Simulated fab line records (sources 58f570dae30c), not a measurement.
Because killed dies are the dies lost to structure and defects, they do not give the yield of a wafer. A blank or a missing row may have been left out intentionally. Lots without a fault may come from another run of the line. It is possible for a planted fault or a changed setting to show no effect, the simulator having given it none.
2 desks looking at one fault || flow berkeleyCmos170 || each desk holds nothing but its own numbers, with what lay behind them at the end

FROM THE METROLOGY DESK
Means of the sampled wafers that have a number, per lot and without regard to the tool the lot ran on: this is what the gauges read. A lot is out of limits, marked OUT, if its mean lies more than 4 standard deviations from the usual mean; the brackets give that distance.
Columns: A = START_OXIDE_THK at UCB170_START_THK_MEAS_03, usual 20.1 nm; B = FIELD_OXIDE_LEFT_1_THK at UCB170_FIELD_THK_MEAS_90, usual 447 nm; C = M1_OVL at UCB170_M1_OVL_MEAS_10, usual 1 nm
{"lot": "L918", "first seen here": "day 2 01:23", "A": 20.3, "B": 457, "C": -1}
{"lot": "L920", "first seen here": "day 2 12:14", "A": 20.5, "B": 455, "C": 4}
{"lot": "L921", "first seen here": "day 2 15:39", "A": 20.4, "B": 454, "C": 5}
{"lot": "L922", "first seen here": "day 2 20:36", "A": 20.3, "B": 457, "C": 2}
{"lot": "L923", "first seen here": "day 3 05:22", "A": 19.8, "B": 468, "C": 2}
{"lot": "L924", "first seen here": "day 3 05:22", "A": 19.8, "B": 449, "C": -1}
{"lot": "L926", "first seen here": "day 3 17:50", "A": 20.8, "B": 442, "C": 4}
{"lot": "L930", "first seen here": "day 4 14:40", "A": 20.2, "B": 423, "C": -2}
{"lot": "L931", "first seen here": "day 4 14:40", "A": 19.8, "B": 424, "C": 2}
{"lot": "L932", "first seen here": "day 4 23:56", "A": 19.7, "B": 432, "C": 2}
{"lot": "L934", "first seen here": "day 5 05:47", "A": 20.1, "B": 439, "C": 6}
{"lot": "L937", "first seen here": "day 6 00:18", "A": 19.3, "B": 447, "C": 0}
{"lot": "L938", "first seen here": "day 6 04:48", "A": 19.7, "B": 443, "C": 5}
{"lot": "L939", "first seen here": "day 6 13:04", "A": 19.9, "B": 438, "C": -1}
Result from this desk: across the 14 lots, nothing is out of limits.

AT THE TOOL OWNER'S DESK: rieDiel-02
The tool's own readings at UCB170_M2_ETCH_17 (etches BARC in N2/H2): means of the sampled wafers that have a number, for each lot that ran on this tool. A lot is out of limits, marked OUT, if its mean lies more than 4 standard deviations from the usual mean; the brackets give that distance.
Columns: A = biasW at UCB170_M2_ETCH_17, usual 99.9 W; B = drypumpMotorCurrentA at UCB170_M2_ETCH_17, usual 5.7 A; C = n2FlowSccm at UCB170_M2_ETCH_17, usual 99.98 sccm; D = oesProductAu at UCB170_M2_ETCH_17, usual 1.002 a.u.; E = throttleValvePct at UCB170_M2_ETCH_17, usual 13.38 %
{"lot": "L920", "first seen here": "day 9 18:20", "A": 100.0, "B": 5.3, "C": 100.05, "D": 1.000, "E": 13.35}
{"lot": "L922", "first seen here": "day 9 18:37", "A": 99.7, "B": 5.6, "C": 99.91, "D": 1.001, "E": 13.24}
{"lot": "L926", "first seen here": "day 10 20:53", "A": 99.8, "B": 5.4, "C": 99.83, "D": 0.995, "E": 13.35}
{"lot": "L930", "first seen here": "day 11 16:32", "A": 100.0, "B": 5.6, "C": 100.09, "D": 1.006, "E": 13.25}
{"lot": "L937", "first seen here": "day 13 08:17", "A": "104.8 (+15) OUT", "B": 5.5, "C": 100.28, "D": 1.023, "E": 13.24}
{"lot": "L938", "first seen here": "day 13 20:14", "A": "104.9 (+15) OUT", "B": 5.5, "C": 100.08, "D": 1.028, "E": 13.23}
Finding of this desk: L937, L938 out of limits; the first was L937 at day 13 08:17, on biasW at UCB170_M2_ETCH_17. L920, L922, L926, L930: within limits.

TAKEN TOGETHER
The tool owner's desk had the chance to raise an alarm at day 13 08:17 on L937, L938.
Nothing out of limits was seen by the metrology desk.
The metrology desk holds a record of L937, L938, inside its limits.
The lots listed all ran UCB170_M2_ETCH_17 on rieDiel-02.

WHAT HAD BEEN PUT IN BY THE SIMULATOR
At UCB170_M2_ETCH_17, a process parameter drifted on rieDiel-02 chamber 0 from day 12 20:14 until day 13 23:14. A move of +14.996 in setting biasW, from 100. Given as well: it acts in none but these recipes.
Shown lots that were struck: L937, L938.
How many hours passed from the start of the fault until each desk's first out-of-limits reading: the tool owner's desk, 12.
